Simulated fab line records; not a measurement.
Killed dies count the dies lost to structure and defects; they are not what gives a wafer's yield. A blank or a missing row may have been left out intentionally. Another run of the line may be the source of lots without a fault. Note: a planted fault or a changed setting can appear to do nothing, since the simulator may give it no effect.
Problem report, 8D (eight disciplines) form, completed by code | flow berkeleyCmos170 | the parts of the form that need people (team, actions taken, sign-off) are left out

1. WHAT IS WRONG
CONTACT_PSG_THK at UCB170_CONTACT_THK_MEAS_02 reads a mean of 980 nm on 3 wafers of 1 lot; wafers without a fault read 702 nm with a standard deviation of 6.2. That puts it +45 standard deviations away from the usual mean.
First seen on wafer L782.2, day 9 20:18, on filmMetro-03. At this step, 33 wafers from 11 lots have a number in the record. The rule behind "out" and "out of limits": a value lying over 4 standard deviations away from the usual mean. All remaining wafers that have a number are taken as sound.

2. WHAT IT IS, WHAT IT ISN'T
question                    | is                     | is not
which readings at this step | CONTACT_PSG_THK        | -
which lots                  | L782                   | L771, L772, L774, L784, L787, L789, L790, L791, L792, L793
which wafers of those lots  | all that have a number | -
read on which gauges        | filmMetro-03           | filmMetro-01, filmMetro-04
when                        | from day 9 20:18       | up to then (12 sound wafers); but 18 sound wafers of L787, L789, L790, L791, L792, L793 came after

3. WHAT RULES OUT EACH SUSPECT
Counting: a tool stays on the suspect list if, at a process step up to the reading, it processed all lots that are out and no sound lot following the first of them.
- the gauge at UCB170_CONTACT_THK_MEAS_02: kept. All the wafers that are out were read on filmMetro-03, and no step on other tools shows them out.
- plasmaAsher-04 at UCB170_PFIELD_STRIP_08 (strips in O2): ruled out as a lasting fault. The sound lots L784 went through it after L782, its earliest lot that is out (day 7 05:52).
- rtpAnneal-02 at UCB170_SILICIDE_RTA_04 (time 15 s): ruled out as a lasting fault. The sound lots L787, L789, L793, L790 went through it after L782, its earliest lot that is out (day 9 17:20).
- lpcvd-01 at UCB170_CONTACT_CVD_01 (deposits PSG from SiH4/O2/PH3, target thk 700 nm, time 2820 s): kept. It ran the lot that is out, L782 (day 9 18:30), and no sound lot after that; its last sound lot up to then is L784 (day 9 18:30).
Left after counting: lpcvd-01 at UCB170_CONTACT_CVD_01, filmMetro-03 at UCB170_CONTACT_THK_MEAS_02.

4. THE CAUSE (what the simulator had put in)
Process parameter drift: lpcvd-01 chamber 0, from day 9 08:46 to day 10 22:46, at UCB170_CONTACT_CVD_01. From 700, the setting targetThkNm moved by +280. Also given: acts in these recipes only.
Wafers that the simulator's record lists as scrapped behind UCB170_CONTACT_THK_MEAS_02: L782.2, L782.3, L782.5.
After counting, 2 suspects remain, this tool included.

5. THE EFFECT CHAIN, in route order
Each row: a reading whose mean over the struck wafers that have a number lies more than 3 standard deviations from the usual. Readings are gone through only where the record gives a usual standard deviation; hours: the median, over the lots, of the time from a lot's start at the first step in this table giving one to that lot's start at this step; sigmas: the change measured in usual standard deviations.
hours | step                       | reading         | usual  | on struck wafers | change | sigmas
0     | UCB170_CONTACT_THK_MEAS_02 | CONTACT_PSG_THK | 702 nm | 980              | +278   | +45

6. HOW IT WOULD HAVE BEEN CAUGHT EARLIER
In this record the first reading out of limits at a measuring or inspecting step was taken at day 9 20:18, 12 hours after the fault began at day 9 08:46.
An alarm limit of 4 standard deviations would not have fired on the tool readings at UCB170_CONTACT_CVD_01 for which the record gives a usual standard deviation, since none of them was out on any struck wafer.
Lots out: 1; all had begun UCB170_CONTACT_CVD_01 on lpcvd-01 by day 9 20:18. None of them would have been spared by holding the tool at that moment.
